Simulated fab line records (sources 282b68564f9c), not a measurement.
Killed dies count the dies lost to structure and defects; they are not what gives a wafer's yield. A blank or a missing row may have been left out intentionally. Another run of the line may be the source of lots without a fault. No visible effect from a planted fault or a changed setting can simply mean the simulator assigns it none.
Comparing a struck lot with a sound one / flow ritCmos / 15 out of 202 route steps
Sound: these wafers, L496.1, L496.3, L496.4. Struck: wafers L516.1, L516.4, L516.6. Last of all comes the cause.
At each step with rows: each side's tool, then ch and its chambers, then its first start. Under that, the readings that differ: sound wafers / struck wafers / difference of the means / sigmas: that difference in standard deviations of wafers without a fault.
alike: readings whose means differ by less than 2 such deviations, and words and numbers that are the same on both sides. not compared: withheld readings, readings that some wafer has no value for, bounds like >300 that may hide the same value, and numbers for which the record gives no deviation and whose values overlap.
Wherever a step has rows on one side only, a row that says differs or no value, or a row with sigmas, the two part there. Numbers that don't overlap but have no deviation are shown without sigmas and don't part them. A reading missing from all wafers of one side parts the sides only when that side holds two or more wafers.

first, 5 steps without rows for these wafers: RIT_M1_COAT_04 (resist thk 1300 nm); RIT_M1_SOFTBAKE_05 (time 60 s); RIT_M1_EXPOSE_06 (exposes mask M12, target cd 2600 nm); RIT_M1_PEB_07; RIT_M1_DEVELOP_08 (develop time 68 s).
RIT_M1_CD_MEAS_09: target cd 2600 nm.
  struck on cdSem-01, day 7 16:36; sound on cdSem-01, day 3 16:40
  alike: cdNm
RIT_M1_OVL_MEAS_10:
  struck on overlay-01, day 7 16:43; sound on overlay-02, day 3 16:47
  alike: M1_OVL
then, 1 step without rows for these wafers: RIT_M1_HARDBAKE_11 (time 120 s).
RIT_M1_METAL_ETCH_12: etches Al in Cl2/BCl3, stops on SiO2, time 165 s, target depth 600 nm.
  sound on rieMetal-04 ch 0,1, day 3 17:05; struck on rieMetal-02 ch 0,1, day 7 17:00
reading=oesProductAu (a.u.); sound=0.771 0.761 0.767; struck=0.784 0.789 0.784; difference=+0.019; sigmas=+2
  alike: drypumpMotorCurrentA, throttleValvePct
  not compared: rfHoursCounterH
then, 1 step without rows for these wafers: RIT_M1_STRIP_13 (strips in nmp, time 600 s).
RIT_M1_STRIP_14: strips in O2, time 180 s.
  sound on plasmaAsher-04 ch 0,1, day 3 17:25; struck on plasmaAsher-02 ch 0,1, day 7 17:22
  alike: drypumpMotorCurrentA
  not compared: rfHoursCounterH
RIT_M1_CD_MEAS_90: target cd 2600 nm.
  struck on cdSem-02, day 7 17:32; sound on cdSem-01, day 3 17:35
  alike: cdNm
RIT_M1_ANNEAL_15: time 1800 s.
  sound on furnace-02 ch 0, day 3 17:43; struck on furnace-02 ch 0, day 7 17:39
reading=spikeTcCentreC (C); sound=452.6 454.1 452.8; struck=343.5 343.2 343.1; difference=-109.9; sigmas=-99 or more
reading=spikeTcLoadC (C); sound=469.1 469.8 469.1; struck=356.4 359.1 356.8; difference=-111.9; sigmas=-99 or more
reading=spikeTcSourceC (C); sound=464.7 467.9 464.4; struck=353.8 356.1 353.2; difference=-111.3; sigmas=-99 or more
reading=tubeCenterTempC (C); sound=449.94 450.02 450.02; struck=340.02 340.01 340; difference=-109.98; sigmas=-99 or more
reading=tube_center_temp_C_max; sound=451.13 451.05 450.89; struck=341.16 341.28 341.02; difference=-109.87; sigmas=-99 or more
reading=zonePowerCentrePct (%); sound=19.51 19.48 19.28; struck=14.21 14.41 14.57; difference=-5.03; sigmas=-25
reading=zonePowerLoadPct (%); sound=6.31 6.27 6.43; struck=4.19 4.22 4.18; difference=-2.14; sigmas=-33
reading=zonePowerSourcePct (%); sound=8.44 8.34 8.52; struck=5.42 5.44 5.36; difference=-3.03; sigmas=-38
RIT_M1_BOW_MEAS_16:
  struck on filmMetro-03, day 7 19:09; sound on filmMetro-03, day 3 19:13
  alike: M1_BOW
RIT_M1_PROBE_99:
  struck on prober-01, day 7 19:16; sound on prober-02, day 3 19:20
  alike: defectLimitedYield, killedAtContacts, killedAtFrontEnd, killedDies, killedOpen, killedShort, sort_bin_3_pad_short, sort_bin_5_function, sort_bin_6_memory, sortNPass, sortYieldPct

== WHERE THEY PART ==
At RIT_M1_METAL_ETCH_12 first; at RIT_M1_ANNEAL_15 last (within this record only). Later steps at which nothing parts them and some readings are alike: RIT_M1_BOW_MEAS_16, RIT_M1_PROBE_99.

WHY: what had been put in by the simulator
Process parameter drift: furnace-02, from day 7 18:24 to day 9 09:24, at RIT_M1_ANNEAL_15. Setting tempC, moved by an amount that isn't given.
